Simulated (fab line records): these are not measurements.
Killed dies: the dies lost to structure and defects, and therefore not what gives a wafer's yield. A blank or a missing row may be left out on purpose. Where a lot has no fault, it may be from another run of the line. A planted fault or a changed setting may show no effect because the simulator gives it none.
Split-lot study -- flow rit cmos -- route with 202 steps; 5 lots, 27 wafers read

THE SPLIT ITSELF
At RIT_SPACER_CLEAN_00 (cleans in SC1, time 600 s), the setting time s was moved away from the recipe's 600 s on 24 of the 27 wafers read, by -54.1% to +46.4%. This setting was run at the recipe's value on the other wafers.

The split's own step is where the reading is taken.

THE READING
SiO2_of_REOX_OXIDATION_03.thk nm (the simulator's own value, which no gauge read), in nm, at RIT_SPACER_CLEAN_00 (cleans in SC1, time 600 s). The file does not state a usual value for it. Across the 3 wafers here that went through the recipe, the average is 21.95 nm and the standard deviation 0.063 nm.

wafer,"tool, chamber at the split","time s as run, s",against the recipe,"SiO2_of_REOX_OXIDATION_03.thk nm, nm",against lot-mates on the recipe
L076.1,"-, -",878.6,+46.4%,21.11,no lot-mate on the recipe
L076.2,"-, -",878.6,+46.4%,21.26,no lot-mate on the recipe
L076.3,"-, -",878.6,+46.4%,21.22,no lot-mate on the recipe
L076.4,"-, -",878.6,+46.4%,21.33,no lot-mate on the recipe
L076.5,"-, -",878.6,+46.4%,20.97,no lot-mate on the recipe
L076.6,"-, -",878.6,+46.4%,21.42,no lot-mate on the recipe
L080.2,"wet bench-04, 2",600,recipe,21.86,-
L080.4,"wet bench-04, 2",600,recipe,22.01,-
L080.6,"wet bench-04, 2",600,recipe,21.97,-
L081.1,"-, -",313.4,-47.8%,22.59,no lot-mate on the recipe
L081.2,"-, -",313.4,-47.8%,22.52,no lot-mate on the recipe
L081.3,"-, -",313.4,-47.8%,22.21,no lot-mate on the recipe
L081.4,"-, -",313.4,-47.8%,22.32,no lot-mate on the recipe
L081.5,"-, -",313.4,-47.8%,22.37,no lot-mate on the recipe
L081.6,"-, -",313.4,-47.8%,22.85,no lot-mate on the recipe
L084.1,"-, -",275.1,-54.1%,23.25,no lot-mate on the recipe
L084.2,"-, -",275.1,-54.1%,23,no lot-mate on the recipe
L084.3,"-, -",275.1,-54.1%,23.18,no lot-mate on the recipe
L084.4,"-, -",275.1,-54.1%,22.85,no lot-mate on the recipe
L084.5,"-, -",275.1,-54.1%,23.17,no lot-mate on the recipe
L084.6,"-, -",275.1,-54.1%,22.93,no lot-mate on the recipe
L085.1,"-, -",341.9,-43.0%,22.74,no lot-mate on the recipe
L085.2,"-, -",341.9,-43.0%,22.98,no lot-mate on the recipe
L085.3,"-, -",341.9,-43.0%,23.14,no lot-mate on the recipe
L085.4,"-, -",341.9,-43.0%,22.97,no lot-mate on the recipe
L085.5,"-, -",341.9,-43.0%,23.03,no lot-mate on the recipe
L085.6,"-, -",341.9,-43.0%,22.96,no lot-mate on the recipe

FIT RESULTS
A straight line over all 27 wafers: SiO2_of_REOX_OXIDATION_03.thk nm changes by -0.0171 nm for each +1% of time s; r = -0.94; the points scatter about the line by 0.27 nm.
Too few moved wafers have a lot-mate on the recipe to fit a line with each lot's own level taken away.

FILE'S OWN FIT
SiO2_of_REOX_OXIDATION_03.thk nm changes by -0.0171 nm for each +1% of time s, r = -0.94.
